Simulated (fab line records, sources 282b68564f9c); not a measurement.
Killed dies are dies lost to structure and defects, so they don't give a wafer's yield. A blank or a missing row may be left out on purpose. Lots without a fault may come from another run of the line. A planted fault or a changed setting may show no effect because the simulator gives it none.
fab line records | flow rit_cmos
record lots=5 wafers=15 last_day=7
route steps=202 shown PSD@150 SDANNEAL@153 NSD@158 PLDD@159 NLDD@160 SILICIDE@161 M1@202
lots that met no fault: from a run of the same line without faults
start_h: hours from the record's first day to the start of the lot's first wafer shown | wait_h: hours since the lot's step before | " the same as in the row above | L1.1+2: a row that stands for several wafers | - no value, or no start given | * or withheld: withheld | < > ~ a bound
route shown NAME@n: a module of which the file shows steps, and the number in the route of the first | usual: mean/standard deviation of fault-free wafers | same: alike in all rows | chamber/n: place in a boat | sites: the reading at each site | _std_site: their standard deviation | _edge_site: outer sites' mean less inner sites' | radius_mm: how far each site lies from the wafer's centre | mask NAME#n: copy n | behind: the tool/chamber that last shaped the wafer | hold: why the lot was held/for how many hours/how that ended | device: the transistor (n, p or np) that didn't switch | end of line: the same wafers' tests at the end of the route | a step without rows: its recipe alone | killed: dies lost to structure and defects at the first sort, not the wafer's yield | map: a wafer's dies, x killed, . not, _ none there
set.NAME: the setting as run; set.NAME@STEP: as run at that earlier step | model.NAME: the simulator's own value behind a step, which no gauge read
lots at some steps of the route; a table a step, a row a wafer
services: from which hour (start_h, from the record's first day; less than 0 if before it) a tool's chamber was out of use, for how many hours, and why
## steps
# step RIT_PSD_IMPLANT_08
# recipe species=BF2 energy_kev=27 dose_cm2=5e+15 tilt_deg=6.82
# step RIT_PSD_STRIP_09
# recipe chemistry=O2 time_s=180 resist=NOVOLAK platen_temp_c=withheld power_w=500 pressure_mtorr=4000 o2_flow_sccm=4000
# usual drypump_motor_current_A=5.7/0.5
# columns lot.wafer tool chamber start_h wait_h drypump_motor_current_A rf_hours_counter_h
L360.1 plasma_asher-01 0 64.71 0.1 6.6 41
L360.4 " 1 " " 5.0 -
L360.6 " 0 " " 6.6 -
L363.2 plasma_asher-02 1 82.64 0.1 5.7 30
L363.4 " 0 " " 6.3 -
L363.5 " 0 " " 6.3 -
L365.1 plasma_asher-02 0 93.01 0.1 6.3 31
L365.4 " 0 " " 6.2 -
L365.5 " 0 " " 6.2 -
L369.3 plasma_asher-03 1 115.54 0.1 5.6 -
L369.4 " 0 " " 5.3 -
L369.5 " 1 " " 5.6 -
L375.1 plasma_asher-02 1 145.14 0.1 5.6 37
L375.3 " 0 " " 6.2 -
L375.5 " 0 " " 6.3 -
# step RIT_PSD_TW_MEAS_10
# usual PSD_TW=3434/23
# columns lot.wafer tool chamber start_h wait_h PSD_TW
L360.1 film_metro-02 - 64.89 0.1 3474
L360.4 " - " " 3468
L360.6 " - " " 3474
L363.2 film_metro-04 - 82.82 0.1 3423
L363.4 " - " " 3430
L363.5 " - " " 3406
L365.1 film_metro-04 - 93.18 0.1 3415
L365.4 " - " " 3417
L365.5 " - " " 3417
L369.3 film_metro-02 - 115.68 0.1 3434
L369.4 " - " " 3453
L369.5 " - " " 3441
L375.1 film_metro-04 - 145.31 0.1 3417
L375.3 " - " " 3431
L375.5 " - " " 3417
# step RIT_SDANNEAL_CLEAN_00
# recipe chemistry=SC1 mix=3:3:50 time_s=600 temp_c=75
# step RIT_SDANNEAL_CLEAN_01
# recipe chemistry=dHF dilution=50:1 time_s=30
# step RIT_SDANNEAL_CLEAN_02
# recipe chemistry=SC2 mix=3:3:50 time_s=600 temp_c=75 dry=n2_spin
# step RIT_SDANNEAL_RTA_03
# recipe temp_c=1050 time_s=5 idle_temp_c=600 ramp_up_c_per_s=342 ramp_down_c_per_s=171 cool_to_c=600 ambient=N2
# usual wafer_temp_C_max=1053.4/0.98
# columns lot.wafer tool chamber start_h wait_h wafer_temp_C_max
L360.1 rtp_anneal-01 0 65.33 0.0 1052.1
L360.4 " 0 " " 1052.2
L360.6 " 0 " " 1053.2
L363.2 rtp_anneal-02 0 83.25 0.0 1052.9
L363.4 " 0 " " 1052.4
L363.5 " 0 " " 1055.1
L365.1 rtp_anneal-02 0 93.61 0.0 1053.7
L365.4 " 0 " " 1052.4
L365.5 " 0 " " 1053.7
L369.3 rtp_anneal-02 0 116.12 0.0 1053.3
L369.4 " 0 " " 1052.6
L369.5 " 0 " " 1053.8
L375.1 rtp_anneal-02 0 145.77 0.0 1051.1
L375.3 " 0 " " 1053.6
L375.5 " 0 " " 1053.6
# step RIT_SDANNEAL_RS_MEAS_04
# recipe thk_meas_gauge=four-point-probe
# usual PSD_RS=115.93/0.26
# columns lot.wafer tool chamber start_h wait_h PSD_RS[ohm/sq]
L360.1 film_metro-02 - 65.39 0.0 115.96
L360.4 " - " " 115.91
L360.6 " - " " 116.05
L363.2 film_metro-01 - 83.32 0.1 116.14
L363.4 " - " " 115.92
L363.5 " - " " 115.81
L365.1 film_metro-04 - 93.67 0.0 115.92
L365.4 " - " " 116.00
L365.5 " - " " 115.87
L369.3 film_metro-01 - 116.20 0.1 116.43
L369.4 " - " " 116.11
L369.5 " - " " 116.12
L375.1 film_metro-01 - 145.83 0.0 116.03
L375.3 " - " " 115.80
L375.5 " - " " 116.00
# step RIT_SDANNEAL_RS_MEAS_05
# recipe thk_meas_gauge=four-point-probe
# usual NSD_RS=83.68/0.24
# columns lot.wafer tool chamber start_h wait_h NSD_RS[ohm/sq]
L360.1 film_metro-02 - 65.51 0.1 83.96
L360.4 " - " " 83.51
L360.6 " - " " 84.02
L363.2 film_metro-01 - 83.44 0.1 83.78
L363.4 " - " " 83.60
L363.5 " - " " 83.72
L365.1 film_metro-04 - 93.79 0.1 84.01
L365.4 " - " " 83.86
L365.5 " - " " 83.81
L369.3 film_metro-01 - 116.32 0.1 83.29
L369.4 " - " " 83.72
L369.5 " - " " 83.72
L375.1 film_metro-01 - 145.95 0.1 84.01
L375.3 " - " " 83.79
L375.5 " - " " 83.71
# step RIT_SDANNEAL_RS_MEAS_06
# recipe thk_meas_gauge=four-point-probe
# usual PLDD_RS=177.5/0.44
# columns lot.wafer tool chamber start_h wait_h PLDD_RS[ohm/sq]
L360.1 film_metro-02 - 65.63 0.1 178.4
L360.4 " - " " 177.9
L360.6 " - " " 178.0
L363.2 film_metro-01 - 83.56 0.1 177.4
L363.4 " - " " 178.1
L363.5 " - " " 177.7
L365.1 film_metro-04 - 93.91 0.1 177.5
L365.4 " - " " 177.5
L365.5 " - " " 177.0
L369.3 film_metro-01 - 116.44 0.1 178.6
L369.4 " - " " 178.0
L369.5 " - " " 178.2
L375.1 film_metro-01 - 146.07 0.1 177.9
L375.3 " - " " 177.0
L375.5 " - " " 177.8
# step RIT_SDANNEAL_RS_MEAS_07
# recipe thk_meas_gauge=four-point-probe
# usual NLDD_RS=151.7/0.53
# columns lot.wafer tool chamber start_h wait_h NLDD_RS[ohm/sq]
L360.1 film_metro-02 - 65.75 0.1 151.7
L360.4 " - " " 151.5
L360.6 " - " " 151.5
L363.2 film_metro-01 - 83.68 0.1 151.8
L363.4 " - " " 152.0
L363.5 " - " " 152.1
L365.1 film_metro-04 - 94.03 0.1 150.8
L365.4 " - " " 151.1
L365.5 " - " " 150.5
L369.3 film_metro-01 - 116.56 0.1 152.0
L369.4 " - " " 151.6
L369.5 " - " " 151.4
L375.1 film_metro-01 - 146.19 0.1 152.1
L375.3 " - " " 152.0
L375.5 " - " " 151.8
# step RIT_SILICIDE_WET_ETCH_00
# recipe chemistry=BOE target=SiO2 target_depth_nm=14 time_s=15 dry=n2_spin dilution=10:1 temp_c=21.5
# step RIT_SILICIDE_SPUTTER_01
# recipe material=Ti target_thk_nm=30 power_w=350 chamber_pressure_pa=0.667 gas=Ar time_s=234.8 substrate_temp_c=25
# usual throttle_valve_pct=29.4/1.2
# columns lot.wafer tool chamber start_h wait_h throttle_valve_pct model.Ti_of_SILICIDE_SPUTTER_01.thk_nm
L360.1 pvd_sputter-02 - 65.89 0.0 29.1 29.48
L360.4 " - " " 27.3 29.45
L360.6 " - " " 30.6 29.2
L363.2 pvd_sputter-02 - 83.79 0.0 28.7 28.94
L363.4 " - " " 30.6 28.94
L363.5 " - " " 30.5 28.89
L365.1 pvd_sputter-02 - 94.16 0.0 29.0 29.94
L365.4 " - " " 29.9 29.52
L365.5 " - " " 30.9 29.51
L369.3 pvd_sputter-02 - 116.66 0.0 27.3 28.67
L369.4 " - " " 29.0 28.82
L369.5 " - " " 27.5 28.84
L375.1 pvd_sputter-02 - 146.32 0.0 30.0 10.77
L375.3 " - " " 28.8 28.8
L375.5 " - " " 27.2 28.82
# step RIT_SILICIDE_RS_MEAS_02
# recipe thk_meas_gauge=four-point-probe reads=Ti_of_SILICIDE_SPUTTER_01
# usual SILICIDE_TI_RS=49.6/0.7
# columns lot.wafer tool chamber start_h wait_h hold SILICIDE_TI_RS[ohm/sq]
L360.1 film_metro-04 - 66.04 0.1 - 48.9
L360.4 " - " " - 48.9
L360.6 " - " " - 49.5
L363.2 film_metro-02 - 83.96 0.1 - 50.1
L363.4 " - " " - 50.1
L363.5 " - " " - 50.1
L365.1 film_metro-03 - 94.31 0.1 - 48.1
L365.4 " - " " - 48.9
L365.5 " - " " - 48.9
L369.3 film_metro-02 - 116.85 0.1 - 50.7
L369.4 " - " " - 50.4
L369.5 " - " " - 50.3
L375.1 film_metro-02 - 146.47 0.1 await_dispo/0.2h/release 180.8
L375.3 " - " " await_dispo/0.2h/release 50.4
L375.5 " - " " await_dispo/0.2h/release 50.3
L375.1 film_metro-02 - 146.76 0.3 - 185.5
L375.3 " - " " - 50.9
L375.5 " - " " - 50.9
# step RIT_SILICIDE_THK_MEAS_03
# recipe thk_meas_gauge=xrf reads=Ti_of_SILICIDE_SPUTTER_01
# usual SILICIDE_TI_THK=28.9/0.41
# columns lot.wafer tool chamber start_h wait_h hold SILICIDE_TI_THK[nm]
L360.1 film_metro-04 - 66.16 0.1 - 29.2
L360.4 " - " " - 29.1
L360.6 " - " " - 28.9
L363.2 film_metro-02 - 84.07 0.1 - 28.7
L363.4 " - " " - 28.6
L363.5 " - " " - 28.5
L365.1 film_metro-03 - 94.43 0.1 - 29.9
L365.4 " - " " - 29.5
L365.5 " - " " - 29.5
L369.3 film_metro-02 - 116.95 0.1 - 28.2
L369.4 " - " " - 28.4
L369.5 " - " " - 28.4
L375.1 film_metro-02 - 148.30 1.5 await_dispo/0.2h/release 10.6
L375.3 " - " " await_dispo/0.2h/release 28.3
L375.5 " - " " await_dispo/0.2h/release 28.4
L375.1 film_metro-02 - 148.53 0.2 - 10.6
L375.3 " - " " - 28.3
L375.5 " - " " - 28.4
# step RIT_SILICIDE_RTA_04
# recipe temp_c=650 time_s=10 idle_temp_c=25 ramp_up_s=5 ramp_down_s=5 cool_to_c=25 ambient=N2
# usual wafer_temp_C_max=652.9/0.55
# columns lot.wafer tool chamber start_h wait_h hold wafer_temp_C_max
L360.1 rtp_anneal-02 0 66.22 0.1 - 652.7
L360.4 " 0 " " - 652.7
L360.6 " 0 " " - 653.8
L363.2 rtp_anneal-01 0 84.13 0.1 - 652.1
L363.4 " 0 " " - 652.9
L363.5 " 0 " " - 652.5
L365.1 rtp_anneal-01 0 94.49 0.1 - 651.9
L365.4 " 0 " " - 652.6
L365.5 " 0 " " - 652.2
L369.3 rtp_anneal-01 0 117.01 0.1 - 653.1
L369.4 " 0 " " - 653.0
L369.5 " 0 " " - 652.7
L375.1 rtp_anneal-01 0 155.21 6.7 await_dispo/6.6h/release 654.1
L375.3 " 0 " " await_dispo/6.6h/release 654.1
L375.5 " 0 " " await_dispo/6.6h/release 653.4
# step RIT_M1_PROBE_99
# usual killed_at_M0_to_M3=0.0/0.12 killed_at_contacts=0.1/0.24 killed_at_front_end=6.7/2.9 killed_dies=6.8/2.9 killed_open=3.5/2 killed_short=3.2/1.9
# same gross_dies=264 killed_at_M4_up=0 killed_at_back_side=0 killed_at_other=0
# columns lot.wafer tool chamber start_h wait_h killed_at_M0_to_M3 killed_at_contacts killed_at_front_end killed_dies killed_open killed_short
L360.1 prober-02 - 73.11 0.1 0 0 8 8 5 3
L360.4 prober-02 - 73.26 0.2 0 1 12 13 8 5
L360.6 prober-02 - 73.36 0.2 0 0 8 8 8 0
L363.2 prober-01 - 90.86 0.1 0 0 6 6 2 4
L363.4 prober-01 - 90.96 0.2 0 0 12 12 9 3
L363.5 prober-01 - 91.01 0.2 0 1 6 7 2 5
L365.1 prober-02 - 101.37 0.1 0 0 2 2 1 1
L365.4 prober-02 - 101.52 0.2 0 0 5 5 3 2
L365.5 prober-02 - 101.57 0.2 0 0 5 5 2 3
L369.3 prober-01 - 123.53 0.2 0 0 10 10 5 5
L369.4 prober-01 - 123.58 0.2 0 1 7 8 4 4
L369.5 prober-01 - 123.63 0.2 0 0 8 8 4 4
L375.1 prober-01 - 161.64 0.1 0 0 2 2 1 1
L375.3 prober-01 - 161.74 0.2 0 0 8 8 4 4
L375.5 prober-01 - 161.84 0.2 1 0 3 4 3 0
# killed by level:class
L360.1 GATE:geometric_particle:open=3 GATE:geometric_particle:short=2 FOX1:geometric_particle:open=1 REOX:geometric_particle:short=1 SILICIDE:geometric_particle:open=1
L360.4 FOX1:geometric_particle:open=2 GATE:geometric_particle:open=2 GATE:geometric_particle:short=2 FOX2:geometric_particle:open=1 FOX2:geometric_particle:short=1 REOX:geometric_particle:short=1 REOX:geometric_particle:open=1 SILICIDE:geometric_particle:short=1
L360.6 REOX:geometric_particle:open=4 FOX1:geometric_particle:open=2 FOX2:geometric_particle:open=1 GATE:geometric_particle:open=1
L363.2 SPACER:geometric_particle:short=2 FOX1:geometric_particle:short=1 FOX2:geometric_particle:open=1 GATE:geometric_particle:short=1 SPACER:geometric_particle:open=1
L363.4 SPACER:geometric_particle:short=3 SPACER:geometric_particle:open=3 GATE:geometric_particle:open=2 SILICIDE:geometric_particle:open=2 FOX1:geometric_particle:open=1 REOX:geometric_particle:open=1
L363.5 GATE:geometric_particle:short=2 ACTIVE:geometric_particle:short=1 FOX2:geometric_particle:open=1 GATE:geometric_particle:open=1 SPACER:geometric_particle:short=1 CONTACT:geometric_particle:short=1
L365.1 FOX2:geometric_particle:short=1 SPACER:geometric_particle:open=1
L365.4 SPACER:geometric_particle:open=2 FOX1:geometric_particle:short=1 FOX2:geometric_particle:open=1 REOX:geometric_particle:short=1
L365.5 SPACER:geometric_particle:short=2 GATE:geometric_particle:open=1 REOX:geometric_particle:short=1 SILICIDE:geometric_particle:open=1
L369.3 GATE:geometric_particle:open=3 FOX1:geometric_particle:short=2 GATE:geometric_particle:short=1 REOX:geometric_particle:short=1 REOX:geometric_particle:open=1 SPACER:geometric_particle:open=1 SILICIDE:geometric_particle:short=1
L369.4 GATE:geometric_particle:open=3 GATE:geometric_particle:short=2 SPACER:geometric_particle:open=1 SILICIDE:geometric_particle:short=1 CONTACT:geometric_particle:short=1
L369.5 REOX:geometric_particle:open=2 FOX1:geometric_particle:short=1 FOX1:geometric_particle:open=1 GATE:geometric_particle:short=1 REOX:geometric_particle:short=1 SPACER:geometric_particle:open=1 SPACER:geometric_particle:short=1
L375.1 SPACER:geometric_particle:short=1 SPACER:geometric_particle:open=1
L375.3 GATE:geometric_particle:short=2 SPACER:geometric_particle:open=2 SPACER:geometric_particle:short=2 FOX2:geometric_particle:open=1 REOX:geometric_particle:open=1
L375.5 FOX1:geometric_particle:open=3 M1:coat_microbubble_printed=1
## services
# columns tool chamber start_h hours kind
plasma_asher-01 - 65.01 13.4 repair
plasma_asher-01 - 108.75 9.0 pm
plasma_asher-01 0 108.75 9.0 vent_cycle
plasma_asher-01 1 108.75 9.0 vent_cycle
plasma_asher-01 0 117.75 - clean
plasma_asher-01 1 117.75 - clean
plasma_asher-01 - 119.94 4.3 repair
## key
first_sign step=RIT_SILICIDE_RS_MEAS_02 reading=visit direction=added
effect step=RIT_SILICIDE_RS_MEAS_02 reading=SILICIDE_TI_RS direction=up sigmas=99+ usual=49.6 struck=180.8
effect step=RIT_SILICIDE_THK_MEAS_03 reading=visit direction=added
effect step=RIT_SILICIDE_THK_MEAS_03 reading=SILICIDE_TI_THK direction=down sigmas=45 usual=28.9 struck=10.6
model_effect step=RIT_SILICIDE_SPUTTER_01 value=Ti_of_SILICIDE_SPUTTER_01.thk_nm without=28.75 struck=10.77
met_at RIT_SILICIDE_SPUTTER_01
struck_wafers L375.1
tester_left_out L375
onset_between 94.16 146.32
fault kind=process_parameter_drift tool=pvd_sputter-02 chamber=- onset_h=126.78 steps=RIT_SILICIDE_SPUTTER_01 channel=target_thk_nm offset=-18.377 shape=step end_h=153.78 stated=30 scope=struck_wafers_only
# tester_left_out: of these lots the tester's yield and bins aren't shown, on N5 and GAA mostly nor the transistor test; their killed dies are dies lost to structure and defects alone, not to doping, threshold or leakage, so they don't give the yield
